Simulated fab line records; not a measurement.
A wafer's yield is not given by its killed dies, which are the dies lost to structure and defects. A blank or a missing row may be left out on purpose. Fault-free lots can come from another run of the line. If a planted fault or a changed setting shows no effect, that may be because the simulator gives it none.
Which tool was responsible?	flow berkeley cmos170	Sampling: 14 lots, 42 wafers, 6 of 331 route steps

== WHAT EACH GAUGE READ, for each wafer ==
UCB170_PWELL_THK_MEAS_03.
lot	measured	on	PWELL_OXIDE_THK (nm)
L348	day 2 19:40	film metro-02	26.6 26.5 26.9
L350	day 3 05:57	film metro-02	26.8 26.4 26.8
L351	day 3 05:56	film metro-03	26.0 26.1 26.2
L353	day 3 19:52	film metro-03	25.9 25.9 26.0
L354	day 3 22:43	film metro-03	26.2 26.5 25.9
L355	day 4 10:57	film metro-02	27.3 26.9 27.1
L356	day 4 10:59	film metro-03	26.6 26.6 26.6
L357	day 4 17:35	film metro-02	26.4 26.1 26.2
L359	day 4 19:40	film metro-02	25.5 25.2 25.4
L358	day 4 19:40	film metro-03	26.8 26.9 26.9
L360	day 5 13:43	film metro-02	26.4 26.3 26.8
L361	day 5 13:46	film metro-02	27.6 27.6 27.9
L362	day 5 13:43	film metro-03	26.7 26.5 26.5
L367	day 6 17:12	film metro-03	26.9 26.5 26.9

UCB170_ACTIVE_THK_MEAS_06.
lot	measured	on	ACTIVE_NITRIDE_THK (nm)
L348	day 4 06:46	film metro-02	222.0 219.4 220.4
L350	day 4 15:37	film metro-04	224.6 223.4 224.1
L351	day 4 15:36	film metro-02	220.2 219.9 220.2
L353	day 5 05:32	film metro-04	220.5 222.4 222.2
L354	day 5 05:32	film metro-02	221.2 221.1 220.5
L355	day 5 21:41	film metro-04	222.1 221.1 220.9
L356	day 5 21:40	film metro-02	220.1 219.9 221.5
L357	day 6 03:14	film metro-04	218.8 219.4 219.0
L359	day 6 07:58	film metro-04	274.7 274.8 275.5
L358	day 6 07:58	film metro-02	275.0 275.1 275.4
L360	day 7 01:12	film metro-04	220.5 220.2 220.6
L361	day 7 01:16	film metro-04	219.2 218.4 219.2
L362	day 7 01:12	film metro-02	216.6 217.6 215.6
L367	day 8 06:47	film metro-02	219.7 219.9 221.6

UCB170_PFIELD_OVL_MEAS_06.
lot	measured	on	PFIELD_OVL (nm)
L348	day 4 10:01	overlay-02	-1 2 -8
L350	day 4 18:59	overlay-01	-2 7 5
L351	day 4 18:34	overlay-01	0 5 2
L353	day 5 11:58	overlay-02	3 -1 5
L354	day 5 12:24	overlay-02	-4 -5 0
L355	day 6 02:39	overlay-02	-2 -1 -3
L356	day 6 02:55	overlay-02	-6 -7 -6
L357	day 6 08:54	overlay-02	3 3 1
L360	day 7 05:42	overlay-02	-1 1 0
L361	day 7 04:52	overlay-01	-3 -5 -4
L362	day 7 05:25	overlay-01	2 4 -4
L367	day 8 10:29	overlay-02	7 7 6

== WHAT TOOL EACH LOT RAN ON (gives the tool, then ch and the chambers of the sampled wafers, and finally the start) ==
lot	UCB170_ZERO_STRIP_07	UCB170_ACTIVE_CVD_05	UCB170_ACTIVE_ETCH_15
L348	plasma asher-02 ch 0,1, day 1 17:19	lpcvd-02 ch 0, day 4 04:50	rie diel-01 ch 0,1,2, day 4 07:56
L350	plasma asher-03 ch 0,1, day 2 05:10	lpcvd-01 ch 1, day 4 13:41	rie diel-03 ch 0,3, day 4 17:23
L351	plasma asher-04 ch 0,1, day 2 09:37	lpcvd-01 ch 1, day 4 13:41	rie diel-01 ch 0,2,3, day 4 17:02
L353	plasma asher-04 ch 0,1, day 2 21:18	lpcvd-02 ch 0, day 5 03:37	rie diel-03 ch 0,2,3, day 5 06:59
L354	plasma asher-03 ch 0,1, day 3 04:06	lpcvd-02 ch 0, day 5 03:37	rie diel-02 ch 1,2, day 5 07:01
L355	plasma asher-04 ch 0,1, day 3 08:31	lpcvd-02 ch 1, day 5 19:45	rie diel-01 ch 2,3, day 5 23:44
L356	plasma asher-03 ch 0,1, day 3 12:28	lpcvd-02 ch 1, day 5 19:45	rie diel-03 ch 0,1,3, day 5 23:20
L357	plasma asher-02 ch 0,1, day 3 18:10	lpcvd-01 ch 1, day 6 01:15	rie diel-03 ch 0,2, day 6 05:46
L359	plasma asher-03 ch 0,1, day 4 00:08	lpcvd-02 ch 1, day 6 06:02	rie diel-02 ch 0,1,2, day 6 09:51
L358	plasma asher-02 ch 0,1, day 4 00:26	lpcvd-02 ch 0, day 6 06:02	rie diel-01 ch 0,1,2, day 6 09:39
L360	plasma asher-03 ch 1, day 4 08:13	lpcvd-01 ch 1, day 6 23:17	rie diel-02 ch 0,2,3, day 7 02:25
L361	plasma asher-02 ch 0,1, day 4 15:46	lpcvd-01 ch 1, day 6 23:17	rie diel-03 ch 0,2,3, day 7 02:51
L362	plasma asher-03 ch 0,1, day 4 15:56	lpcvd-01 ch 0, day 6 23:17	rie diel-01 ch 0,3, day 7 02:36
L367	plasma asher-02 ch 0,1, day 5 17:11	lpcvd-01 ch 1, day 8 04:52	rie diel-03 ch 1,2,3, day 8 07:50
- UCB170_ZERO_STRIP_07: strips in O2.
- UCB170_ACTIVE_CVD_05: deposits Si3N4 from SiH2Cl2/NH3, target thk 220 nm, time 3300 s.
- UCB170_ACTIVE_ETCH_15: etches Si3N4 in CH3F/Ar/O2, stops on SiO2, target depth 242 nm, time 151 s.

== AS READ BY THE TOOLS THEMSELVES (means over the sampled wafers that have a number; for cases with no such wafer, the mark the record gives instead) ==
UCB170_ZERO_STRIP_07.
lot	tool	drypump motor current A (A)	oes product au (a.u.)	strip time to endpoint s (s)
L348	plasma asher-02	6.2	0.724	21.45
L350	plasma asher-03	5.9	0.727	21.40
L351	plasma asher-04	5.5	0.728	21.49
L353	plasma asher-04	5.9	0.726	21.34
L354	plasma asher-03	5.7	0.730	21.28
L355	plasma asher-04	5.5	0.729	21.48
L356	plasma asher-03	5.9	0.731	21.57
L357	plasma asher-02	5.8	0.731	21.36
L359	plasma asher-03	5.8	0.729	21.53
L358	plasma asher-02	5.8	0.730	21.40
L360	plasma asher-03	6.0	0.726	21.48
L361	plasma asher-02	6.2	0.728	21.50
L362	plasma asher-03	5.7	0.724	21.30
L367	plasma asher-02	6.2	0.728	21.34

UCB170_ACTIVE_ETCH_15.
lot	tool	drypump motor current A (A)	mfc ar sccm (sccm)	oes product au (a.u.)	throttle valve pct (%)
L348	rie diel-01	6.1	49.86	0.938	8.28
L350	rie diel-03	6.3	49.93	0.943	8.12
L351	rie diel-01	5.8	49.92	0.947	8.17
L353	rie diel-03	5.9	50.09	0.939	8.10
L354	rie diel-02	5.9	50.03	0.931	8.21
L355	rie diel-01	5.8	50.11	0.948	8.17
L356	rie diel-03	6.2	49.97	0.949	8.17
L357	rie diel-03	5.9	49.98	0.935	8.12
L359	rie diel-02	5.8	49.88	0.981	8.14
L358	rie diel-01	6.1	49.92	0.993	8.28
L360	rie diel-02	5.7	49.92	0.930	8.09
L361	rie diel-03	6.0	50.02	0.928	8.09
L362	rie diel-01	5.8	49.96	0.938	8.17
L367	rie diel-03	5.8	50.00	0.946	8.14

== THE ANSWER, worked out from the rows above alone ==
Rule: the lots themselves supply what counts as usual. The widest of any qualifying gaps counts: lots, ordered by their means at a reading, are off when they make up no more than a third of the lots, leave a main group of 4 or more, and stand apart from it by 3 or more times the standard deviation of that group's means. Not used: any main group whose means are identical at the precision the tables above print for the reading. Also off: a lot with no number at a reading for which 4 or more lots have one. Where the step has rows for the other lots, those lots are counted as sound. First the gauges in route order, then the tools' own readings, where a lot's mean is used as printed above. The first step at which some lot is off is used, and at that step the reading that is off furthest; a lot without a number counts as furthest.
Off: at UCB170_ACTIVE_THK_MEAS_06 (ACTIVE_NITRIDE_THK), L359, L358. The main group has a mean of 220.4 nm with a standard deviation of 1.7.
If a tool, at a process step before that reading, ran all the lots that are off and no sound lot after the first of them, it fits. Not tried: the gauges at UCB170_ACTIVE_THK_MEAS_06; whatever is off there is also off at UCB170_ACTIVE_ETCH_15, on other tools, and gauge error can't account for it. One candidate fits, namely lpcvd-02 at UCB170_ACTIVE_CVD_05. Its last sound lot is L355 (day 5 19:45), its first lot that is off L358 (day 6 06:02): a fault that began between those two fits.

== WHAT THE SIMULATOR PUT IN ==
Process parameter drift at UCB170_ACTIVE_CVD_05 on lpcvd-02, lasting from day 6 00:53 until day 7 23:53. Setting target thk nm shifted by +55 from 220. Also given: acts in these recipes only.
Lots struck among those shown: L359, L358. The same result came from the rule above.
